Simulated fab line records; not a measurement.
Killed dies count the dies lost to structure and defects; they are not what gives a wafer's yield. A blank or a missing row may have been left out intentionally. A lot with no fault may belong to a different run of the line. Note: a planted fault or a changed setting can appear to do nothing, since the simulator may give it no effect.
8D (eight disciplines) problem report, filled in by code ; flow berkeleyCmos170 ; the parts of the form that need people (team, actions taken, sign-off) are left out

1. PROBLEM STATEMENT
On 3 wafers of 1 lot, cdNm at UCB170_M2_CD_MEAS_15 has a mean of 683.8 nm; fault-free wafers read 700.2 nm, standard deviation 1.4. That puts it -12 standard deviations away from the usual mean.
The step: target cd 700 nm.
Seen first at day 11 05:02 on cdSem-01, wafer L534.2. The record holds 39 wafers of 13 lots with a number at this step. The rule behind "out" and "out of limits": a value lying over 4 standard deviations away from the usual mean. The other wafers with a number count as sound.

2. WHAT IT IS, WHAT IT ISN'T
question;is;is not
which readings at this step;cdNm;-
which lots;L534;L520, L521, L522, L523, L524, L525, L526, L527, L529, L530, L535, L541
which wafers of those lots;all that have a number;-
read on which gauges;cdSem-01;cdSem-02
when;from day 11 05:02;"up to then (33 sound wafers); but 3 sound wafers of L541 came after"

3. THE SUSPECTS, EACH WITH WHAT RULES IT OUT
Counting: a tool at any process step up to the reading remains a suspect when it ran all the lots that are out and ran no sound lot after the first of those.
- the gauge at UCB170_M2_CD_MEAS_15 is ruled out. All the wafers that are out were read on cdSem-01, but those of them that UCB170_M2_EXPOSE_12 has rows for are out there too, on other tools.
- krfScanner-01 at UCB170_M2_EXPOSE_12 (exposes mask METAL2, target cd 700 nm): kept. It ran the lot that is out, L534 (day 11 04:23), and no sound lot after that; its last sound lot up to then is L529 (day 10 01:05). On those wafers its own readings are out: exposureDoseMJCm2.
Remaining after the count: krfScanner-01 at UCB170_M2_EXPOSE_12.

4. THE CAUSE (what the simulator had put in)
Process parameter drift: krfScanner-01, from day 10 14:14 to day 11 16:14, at UCB170_M2_EXPOSE_12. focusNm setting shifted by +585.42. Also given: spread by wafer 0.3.
After counting, this tool was the only one left.

5. SEQUENCE OF EFFECTS, ordered by route
Rows list readings where the struck wafers' mean (over those with a number) sits beyond 3 standard deviations from the usual. Readings are gone through only where the record gives a usual standard deviation; hours: the median, over the lots, of the time from a lot's start at the first step in this table giving one to that lot's start at this step; sigmas: the change measured in usual standard deviations.
hours;step;reading;usual;on struck wafers;change;sigmas
0;UCB170_M2_EXPOSE_12;exposureDoseMJCm2;25.977;25.405;-0.572;-21
1;UCB170_M2_CD_MEAS_15;cdNm;700.2 nm;683.8;-16.4;-12
1;UCB170_M2_CD_MEAS_90;cdNm;700.1 nm;686.4;-13.7;-5.5
The process steps in it:
- UCB170_M2_EXPOSE_12: exposes mask METAL2, target cd 700 nm.

6. HOW IT WOULD HAVE BEEN CAUGHT EARLIER
15 hours passed between the start of the fault at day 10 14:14 and the first reading out of limits at a measuring or inspecting step in this record, taken at day 11 05:02.
At UCB170_M2_EXPOSE_12, the tool's own readings (exposureDoseMJCm2) were out on each struck wafer the step has a row for, so an alarm limit on them would have fired on the first such wafer.
Lots out: 1; all had begun UCB170_M2_EXPOSE_12 on krfScanner-01 by day 11 05:02. None of them would have been spared by holding the tool at that moment.
